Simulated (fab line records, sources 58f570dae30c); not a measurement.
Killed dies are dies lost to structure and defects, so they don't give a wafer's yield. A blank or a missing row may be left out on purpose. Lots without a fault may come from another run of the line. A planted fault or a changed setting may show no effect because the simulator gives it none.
Chamber matching | flow berkeley_cmos170 | UCB170_GATE_ETCH_15 on rie_si-01: 4 sister chambers
The step etches poly-Si in HBr/Cl2, stops on SiO2, time 56.3 s, target depth 278.2 nm. 4 wafers are shown with their chamber, then 9 later ones without.

WAFERS WITH THEIR CHAMBER
wafer  | chamber | drypump_motor_current_A (A)
L261.5 | 0       | 5.29
L264.2 | 3       | 4.92
L264.4 | 2       | 5.01
L264.5 | 1       | 5.50

WAFERS WITHOUT THEIR CHAMBER
wafer  | drypump_motor_current_A (A)
L273.2 | 5.52
L273.3 | 4.91
L273.6 | 4.90
L275.2 | 4.90
L275.5 | 5.27
L275.6 | 5.49
L276.1 | 5.50
L276.2 | 5.28
L276.4 | 4.90

WHICH CHAMBER EACH WENT THROUGH
wafer  | from the rows above | in truth
L273.2 | 1                   | 1
L273.3 | 3                   | 3
L273.6 | 3                   | 3
L275.2 | 3                   | 3
L275.5 | 0                   | 0
L275.6 | 1                   | 1
L276.1 | 1                   | 1
L276.2 | 0                   | 0
L276.4 | 3                   | 3
Placed correctly: 9 of 9. Can't be placed from these rows: 0. Placed wrongly: 0.
How it was worked out, from the rows above alone: a wafer's distance from a chamber is the root of the sum, over the readings, of the square of ((its reading less the chamber's mean) divided by the reading's scatter). The wafer belongs to the nearest chamber; if the next one is less than 2 further off, it can't be placed. A chamber's mean is the mean of its shown wafers. The scatter: with one shown wafer a chamber, the root of the mean of the squares of how far each hidden wafer lies from its nearest shown one.
